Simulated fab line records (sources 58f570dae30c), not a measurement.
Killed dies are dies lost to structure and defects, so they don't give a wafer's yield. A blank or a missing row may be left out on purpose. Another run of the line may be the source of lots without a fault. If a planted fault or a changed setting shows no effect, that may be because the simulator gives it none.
Split-lot study || flow berkeley-cmos170 || on a route of 331 steps: 5 lots, 23 wafers read

SPLIT DETAILS
At UCB170_ACTIVE_OXIDATION_02 (target thk 26.4 nm, ox time 1260 s), the setting ox-time-s was moved away from the recipe's 1260 s on 20 of the 23 wafers read, by -11.2% to +8.9%. The other wafers ran this setting at the recipe's value.

The file shows no step between the split and the reading.

THE READING
At UCB170_ACTIVE_THK_MEAS_03: ACTIVE_OXIDE_THK, given in nm. On this fab line, fault-free wafers typically give 26.0 nm with a standard deviation of 0.45 nm.

{"wafer": "L074.2", "tool, chamber at the split": "-, -", "ox-time-s as run, s": 1147, "against the recipe": "-9.0%", "ACTIVE_OXIDE_THK, nm": 24.6, "against lot-mates on the recipe": "no lot-mate on the recipe"}
{"wafer": "L074.3", "tool, chamber at the split": "-, -", "ox-time-s as run, s": 1147, "against the recipe": "-9.0%", "ACTIVE_OXIDE_THK, nm": 24.2, "against lot-mates on the recipe": "no lot-mate on the recipe"}
{"wafer": "L074.4", "tool, chamber at the split": "-, -", "ox-time-s as run, s": 1147, "against the recipe": "-9.0%", "ACTIVE_OXIDE_THK, nm": 24.7, "against lot-mates on the recipe": "no lot-mate on the recipe"}
{"wafer": "L074.5", "tool, chamber at the split": "-, -", "ox-time-s as run, s": 1147, "against the recipe": "-9.0%", "ACTIVE_OXIDE_THK, nm": 24.7, "against lot-mates on the recipe": "no lot-mate on the recipe"}
{"wafer": "L074.6", "tool, chamber at the split": "-, -", "ox-time-s as run, s": 1147, "against the recipe": "-9.0%", "ACTIVE_OXIDE_THK, nm": 24.1, "against lot-mates on the recipe": "no lot-mate on the recipe"}
{"wafer": "L077.1", "tool, chamber at the split": "furnace-01, 0", "ox-time-s as run, s": 1260, "against the recipe": "recipe", "ACTIVE_OXIDE_THK, nm": 25.3, "against lot-mates on the recipe": "-"}
{"wafer": "L077.3", "tool, chamber at the split": "furnace-01, 0", "ox-time-s as run, s": 1260, "against the recipe": "recipe", "ACTIVE_OXIDE_THK, nm": 25.5, "against lot-mates on the recipe": "-"}
{"wafer": "L077.6", "tool, chamber at the split": "furnace-01, 0", "ox-time-s as run, s": 1260, "against the recipe": "recipe", "ACTIVE_OXIDE_THK, nm": 25.6, "against lot-mates on the recipe": "-"}
{"wafer": "L082.1", "tool, chamber at the split": "-, -", "ox-time-s as run, s": 1166, "against the recipe": "-7.5%", "ACTIVE_OXIDE_THK, nm": 24.0, "against lot-mates on the recipe": "no lot-mate on the recipe"}
{"wafer": "L082.2", "tool, chamber at the split": "-, -", "ox-time-s as run, s": 1166, "against the recipe": "-7.5%", "ACTIVE_OXIDE_THK, nm": 24.2, "against lot-mates on the recipe": "no lot-mate on the recipe"}
{"wafer": "L082.3", "tool, chamber at the split": "-, -", "ox-time-s as run, s": 1166, "against the recipe": "-7.5%", "ACTIVE_OXIDE_THK, nm": 24.1, "against lot-mates on the recipe": "no lot-mate on the recipe"}
{"wafer": "L082.5", "tool, chamber at the split": "-, -", "ox-time-s as run, s": 1166, "against the recipe": "-7.5%", "ACTIVE_OXIDE_THK, nm": 24.4, "against lot-mates on the recipe": "no lot-mate on the recipe"}
{"wafer": "L082.6", "tool, chamber at the split": "-, -", "ox-time-s as run, s": 1166, "against the recipe": "-7.5%", "ACTIVE_OXIDE_THK, nm": 24.6, "against lot-mates on the recipe": "no lot-mate on the recipe"}
{"wafer": "L084.1", "tool, chamber at the split": "-, -", "ox-time-s as run, s": 1372, "against the recipe": "+8.9%", "ACTIVE_OXIDE_THK, nm": 27.2, "against lot-mates on the recipe": "no lot-mate on the recipe"}
{"wafer": "L084.3", "tool, chamber at the split": "-, -", "ox-time-s as run, s": 1372, "against the recipe": "+8.9%", "ACTIVE_OXIDE_THK, nm": 27.3, "against lot-mates on the recipe": "no lot-mate on the recipe"}
{"wafer": "L084.4", "tool, chamber at the split": "-, -", "ox-time-s as run, s": 1372, "against the recipe": "+8.9%", "ACTIVE_OXIDE_THK, nm": 27.4, "against lot-mates on the recipe": "no lot-mate on the recipe"}
{"wafer": "L084.5", "tool, chamber at the split": "-, -", "ox-time-s as run, s": 1372, "against the recipe": "+8.9%", "ACTIVE_OXIDE_THK, nm": 27.0, "against lot-mates on the recipe": "no lot-mate on the recipe"}
{"wafer": "L084.6", "tool, chamber at the split": "-, -", "ox-time-s as run, s": 1372, "against the recipe": "+8.9%", "ACTIVE_OXIDE_THK, nm": 27.1, "against lot-mates on the recipe": "no lot-mate on the recipe"}
{"wafer": "L085.1", "tool, chamber at the split": "-, -", "ox-time-s as run, s": 1119, "against the recipe": "-11.2%", "ACTIVE_OXIDE_THK, nm": 24.5, "against lot-mates on the recipe": "no lot-mate on the recipe"}
{"wafer": "L085.2", "tool, chamber at the split": "-, -", "ox-time-s as run, s": 1119, "against the recipe": "-11.2%", "ACTIVE_OXIDE_THK, nm": 24.5, "against lot-mates on the recipe": "no lot-mate on the recipe"}
{"wafer": "L085.3", "tool, chamber at the split": "-, -", "ox-time-s as run, s": 1119, "against the recipe": "-11.2%", "ACTIVE_OXIDE_THK, nm": 24.3, "against lot-mates on the recipe": "no lot-mate on the recipe"}
{"wafer": "L085.5", "tool, chamber at the split": "-, -", "ox-time-s as run, s": 1119, "against the recipe": "-11.2%", "ACTIVE_OXIDE_THK, nm": 24.1, "against lot-mates on the recipe": "no lot-mate on the recipe"}
{"wafer": "L085.6", "tool, chamber at the split": "-, -", "ox-time-s as run, s": 1119, "against the recipe": "-11.2%", "ACTIVE_OXIDE_THK, nm": 24.2, "against lot-mates on the recipe": "no lot-mate on the recipe"}

THE FIT
A straight line over all 23 wafers: ACTIVE_OXIDE_THK changes by +0.15 nm for each +1% of ox-time-s; r = +0.97; the points scatter about the line by 0.32 nm.
Too few moved wafers with a lot-mate on the recipe to fit a line net of each lot's own level.

THE WHOLE CHAIN: every reading that the file lists as answering this split, in the file's order
{"step": "UCB170_ACTIVE_OXIDATION_02", "what it does": "target thk 26.4 nm, ox time 1260 s", "reading": "SiO2_of_ACTIVE_OXIDATION_02.thk-nm (the simulator's own value, which no gauge read)", "change (the file's fit)": "+0.15 nm for each +1% of the setting", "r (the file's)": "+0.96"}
{"step": "UCB170_ACTIVE_THK_MEAS_03", "what it does": "", "reading": "ACTIVE_OXIDE_THK", "change (the file's fit)": "+0.149 for each +1% of the setting", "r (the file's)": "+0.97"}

FILE'S OWN FIT
ACTIVE_OXIDE_THK changes by +0.149 nm for each +1% of ox-time-s, r = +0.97.
